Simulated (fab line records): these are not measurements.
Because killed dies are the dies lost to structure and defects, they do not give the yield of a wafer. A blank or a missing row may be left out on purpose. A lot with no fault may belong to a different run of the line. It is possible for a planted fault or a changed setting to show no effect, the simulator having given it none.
Comparing a struck lot with a sound one | flow berkeley cmos170 | 26 out of 331 route steps
Sound: wafers L881.2, L881.3, L881.5. Wafers L871.2, L871.3, L871.4 were the ones struck. At the end, the cause is stated.
For every step that has rows: the tool of each side, followed by ch and its chambers, followed by its first start. Under that, the readings that differ: sound wafers | struck wafers | difference of the means | sigmas: that difference in standard deviations of wafers without a fault.
alike: words and numbers the same on both sides, and readings whose means are apart by under 2 such deviations; not compared: readings that were withheld, readings missing a value for some wafer, numbers with overlapping values and no deviation given by the record, and bounds like >300 which may hide the same value.
Wherever a step has rows on one side only, a row that says differs or no value, or a row with sigmas, the two part there. When numbers do not overlap yet have no deviation, they are printed without sigmas and do not part them. A reading that every wafer of one side lacks parts them only if that side has two wafers or more.

first, 3 steps without rows for these wafers: UCB170_M1_EXPOSE_06 (exposes mask METAL1, target cd 700 nm); UCB170_M1_PEB_07; UCB170_M1_DEVELOP_08 (develop time 45 s).
UCB170_M1_CD_MEAS_09 targets a cd of 700 nm.
  struck on cd sem-01, day 7 08:05; sound on cd sem-02, day 9 11:44
  alike: cd nm
UCB170_M1_OVL_MEAS_10:
  struck on overlay-02, day 7 08:11; sound on overlay-01, day 9 11:50
  reading     | sound     | struck | difference | sigmas
  M1_OVL (nm) | -10 -8 -6 | 1 6 3  | +11        | +2
UCB170_M1_ETCH_11: etches BARC in N2/H2.
  sound on rie diel-04 ch 0,2, day 9 11:52; struck on rie diel-04 ch 1,2,3, day 7 08:13
  alike: drypump motor current A, oes product au, throttle valve pct
UCB170_M1_METAL_ETCH_12: etches Al in Cl2/BCl3, stops on PSG, target depth 780 nm, time 130 s.
  sound on rie metal-03 ch 1, day 9 11:58; struck on rie metal-04 ch 0,1, day 7 08:16
  alike: drypump motor current A, oes product au, throttle valve pct
  not compared: rf hours counter h
UCB170_M1_STRIP_13: strips in O2.
  sound on plasma asher-01 ch 0,1, day 9 12:11; struck on plasma asher-04 ch 0,1, day 7 08:23
  alike: drypump motor current A, oes product au
  not compared: rf hours counter h
UCB170_M1_CD_MEAS_90 targets a cd of 700 nm.
  struck on cd sem-02, day 7 08:31; sound on cd sem-02, day 9 12:18
  alike: cd nm
then, 1 step without rows for these wafers: UCB170_M1_ANNEAL_14 (time 1200 s).
UCB170_V1_CVD_00: deposits SiO2 from TEOS/O2, target thk 2000 nm, time 250 s.
  sound on pecvd-04 ch 1,2, day 9 14:53; struck on pecvd-04 ch 1,2, day 7 13:31
  alike: heater power w
UCB170_V1_THK_MEAS_01:
  struck on film metro-02, day 7 13:41; sound on film metro-04, day 9 15:02
  alike: V1_TEOS_THK
UCB170_V1_CMP_02: polishes SiO2.
  sound on cmp-02 ch 1,2, day 9 15:05; struck on cmp-01 ch 0,1,2, day 7 13:44
  reading                             | sound           | struck         | difference | sigmas
  model.SiO2_of_V1_CVD_00.thk nm (nm) | 998.8 1000 1000 | 1340 1345 1354 | +347       |
  alike: motor current A
UCB170_V1_BOW_MEAS_03:
  struck on film metro-03, day 7 14:03; sound on film metro-03, day 9 15:25
  alike: V1_BOW
UCB170_V1_THK_MEAS_04:
  struck on film metro-03, day 7 14:10; sound on film metro-03, day 9 15:31
  reading              | sound               | struck               | difference | sigmas
  V1_POLISHED_THK (nm) | 998.3 1000.5 1000.6 | 1339.6 1345.3 1354.1 | +346.5     | +99 or more
then, 7 steps without rows for these wafers: UCB170_V1_CLEAN_05 (cleans in DIW); UCB170_V1_HMDS_06 (prime time 60 s); UCB170_V1_COAT_07 (resist thk 900 nm); UCB170_V1_SOFTBAKE_08 (time 60 s); UCB170_V1_EXPOSE_09 (exposes mask VIA1, target cd 700 nm); UCB170_V1_PEB_10; UCB170_V1_DEVELOP_11 (develop time 45 s).
UCB170_V1_CD_MEAS_12 targets a cd of 700 nm.
  struck on cd sem-01, day 7 15:14; sound on cd sem-01, day 9 16:54
  alike: cd nm
UCB170_V1_OVL_MEAS_13:
  struck on overlay-02, day 7 15:21; sound on overlay-01, day 9 17:01
  alike: V1_OVL
UCB170_V1_ETCH_14: etches SiO2 in CHF3/CF4/Ar, stops on Al, target depth 1250 nm, time 291 s.
  sound on rie diel-03 ch 0,2,3, day 9 17:02; struck on rie diel-02 ch 0,1,3, day 7 15:23
  reading                        | sound             | struck            | difference | sigmas
  oes product au (a.u.)          | 0.851 0.880 0.877 | 1.017 1.012 0.995 | +0.139     | +9
  model.etch.depth nm (nm)       | 998.8 1000 1000   | 1287 1282 1235    | +268       |
  model.V1.feature depth nm (nm) | 999.3 1000 1000   | 1287 1282 1235    | +268       |
  alike: drypump motor current A, throttle valve pct
  not compared: rf hours counter h
UCB170_V1_STRIP_15: strips in O2.
  sound on plasma asher-03 ch 1, day 9 17:13; struck on plasma asher-02 ch 0,1, day 7 15:34
  alike: drypump motor current A, oes product au, strip time to endpoint s
  not compared: rf hours counter h

== WHERE THEY PART ==
At UCB170_M1_OVL_MEAS_10 first; at UCB170_V1_ETCH_14 last (within this record only). Later steps at which nothing parts them and some readings are alike: UCB170_V1_STRIP_15.

WHY: what had been put in by the simulator
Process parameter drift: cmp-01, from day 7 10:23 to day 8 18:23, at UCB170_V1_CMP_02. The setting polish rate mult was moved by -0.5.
